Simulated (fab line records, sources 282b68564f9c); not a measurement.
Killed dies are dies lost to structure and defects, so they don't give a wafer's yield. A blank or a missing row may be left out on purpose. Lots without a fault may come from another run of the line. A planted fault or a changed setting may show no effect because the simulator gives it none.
Which tool did it? | flow rit_cmos | 14 lots, 42 wafers sampled, at 2 steps of a route of 202

WHAT THE GAUGES READ, wafer by wafer
The record holds no reading of a measuring or inspecting step that can be judged against a usual standard deviation.

WHICH TOOL RAN EACH LOT (tool, then ch and the chambers of the sampled wafers, then the start)
lot  | RIT_NWELL_STRIP_09                  | RIT_M1_PROBE_99
L339 | plasma_asher-02 ch 0,1, day 1 22:13 | prober-01, day 3 12:07
L340 | plasma_asher-04 ch 0,1, day 2 02:28 | prober-02, day 3 17:54
L341 | plasma_asher-03 ch 0,1, day 2 07:41 | prober-01, day 3 21:43
L342 | plasma_asher-04 ch 1, day 2 13:43   | prober-02, day 4 06:15
L343 | plasma_asher-03 ch 0,1, day 2 17:53 | prober-01, day 4 11:04
L344 | plasma_asher-04 ch 0,1, day 3 00:53 | prober-02, day 4 14:52
L345 | plasma_asher-02 ch 1, day 3 05:43   | prober-01, day 4 21:26
L348 | plasma_asher-02 ch 0,1, day 3 20:03 | prober-02, day 5 12:27
L350 | plasma_asher-03 ch 0, day 4 05:26   | prober-02, day 5 19:14
L352 | plasma_asher-03 ch 0,1, day 4 14:50 | prober-02, day 6 03:29
L356 | plasma_asher-03 ch 0,1, day 5 11:37 | prober-02, day 7 00:05
L359 | plasma_asher-02 ch 1, day 6 02:39   | prober-02, day 7 14:29
L361 | plasma_asher-02 ch 0,1, day 6 12:22 | prober-01, day 8 04:50
L362 | plasma_asher-04 ch 0,1, day 6 16:16 | prober-02, day 8 06:28
- RIT_NWELL_STRIP_09: strips in O2, time 180 s.
- RIT_M1_PROBE_99

WHAT THE TOOLS THEMSELVES READ (means of the sampled wafers that have a number; where no wafer has one, the mark that the record gives instead)
RIT_NWELL_STRIP_09. Usual: drypump_motor_current_A 5.7 A, standard deviation 0.58.
lot  | tool            | drypump_motor_current_A (A) | flag
L339 | plasma_asher-02 | 6.6                         |
L340 | plasma_asher-04 | 5.1                         |
L341 | plasma_asher-03 | 5.6                         |
L342 | plasma_asher-04 | 5.6                         |
L343 | plasma_asher-03 | 5.6                         |
L344 | plasma_asher-04 | 5.3                         |
L345 | plasma_asher-02 | 6.1                         |
L348 | plasma_asher-02 | 6.6                         |
L350 | plasma_asher-03 | 5.5                         |
L352 | plasma_asher-03 | 5.6                         |
L356 | plasma_asher-03 | 5.6                         |
L359 | plasma_asher-02 | 6.0                         |
L361 | plasma_asher-02 | 6.3                         |
L362 | plasma_asher-04 | 5.1                         |

RIT_M1_PROBE_99. Usual: killed_at_M0_to_M3 0.0, standard deviation 0.083; killed_at_contacts 0.1, standard deviation 0.35; killed_at_front_end 6.9, standard deviation 2.8; killed_dies 7.0, standard deviation 2.8; killed_open 3.4, standard deviation 2; killed_short 3.5, standard deviation 2.1.
lot  | tool      | killed_at_M0_to_M3 | killed_at_contacts | killed_at_front_end | killed_dies | killed_open | killed_short | flag
L339 | prober-01 | 0.0                | 0.3                | 5.7                 | 6.0         | 2.7         | 3.3          |
L340 | prober-02 | 0.0                | 0.0                | 10.3                | 10.3        | 3.3         | 7.0          |
L341 | prober-01 | 0.0                | 0.0                | 6.7                 | 6.7         | 3.7         | 3.0          |
L342 | prober-02 | 0.0                | 0.0                | 6.3                 | 6.3         | 4.7         | 1.7          |
L343 | prober-01 | 0.0                | 0.0                | 7.7                 | 7.7         | 3.0         | 4.7          |
L344 | prober-02 | 0.0                | 0.0                | 7.5                 | 7.5         | 3.5         | 4.0          |
L345 | prober-01 | 0.0                | 0.3                | 7.0                 | 7.3         | 2.0         | 5.3          |
L348 | prober-02 | 0.0                | 0.0                | 5.7                 | 5.7         | 3.0         | 2.7          |
L350 | prober-02 | 0.0                | 0.0                | 4.7                 | 4.7         | 2.3         | 2.3          |
L352 | prober-02 | 0.3                | 0.0                | 17.7                | 18.0        | 1.7         | 2.7          | OFF
L356 | prober-02 | 0.0                | 0.0                | 22.0                | 22.0        | 5.3         | 3.3          | OFF
L359 | prober-02 | 0.0                | 0.0                | 7.0                 | 7.0         | 2.3         | 4.7          |
L361 | prober-01 | 0.0                | 0.0                | 4.0                 | 4.0         | 2.7         | 1.0          |
L362 | prober-02 | 0.0                | 0.0                | 6.0                 | 6.0         | 2.0         | 4.0          |

THE ANSWER, worked out from the rows above alone
Rule: a lot is off if the mean of its wafers that have a number lies more than 3 standard deviations from the usual mean. A lot without any number at a reading at which 4 lots or more have one is off too. The other lots that the step has rows for count as sound. The gauges are gone through in route order, then the tools' own readings, and for those a lot's mean is taken as printed above. The first step at which some lot is off is used, and at that step the reading that is off furthest; a lot without a number counts as furthest.
Off: L352, L356, at RIT_M1_PROBE_99 (killed_at_front_end).
A tool fits if, at that step or a process step before it, it ran every lot that is off, and no sound lot after the first of them. One fits: plasma_asher-03 at RIT_NWELL_STRIP_09. Its last sound lot is L350 (day 4 05:26), its first lot that is off L352 (day 4 14:50): a fault that began between those two fits.

WHAT THE SIMULATOR HAD PUT IN
Chamber particle source: plasma_asher-03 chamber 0, from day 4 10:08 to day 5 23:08, at RIT_NWELL_STRIP_09. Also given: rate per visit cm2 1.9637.
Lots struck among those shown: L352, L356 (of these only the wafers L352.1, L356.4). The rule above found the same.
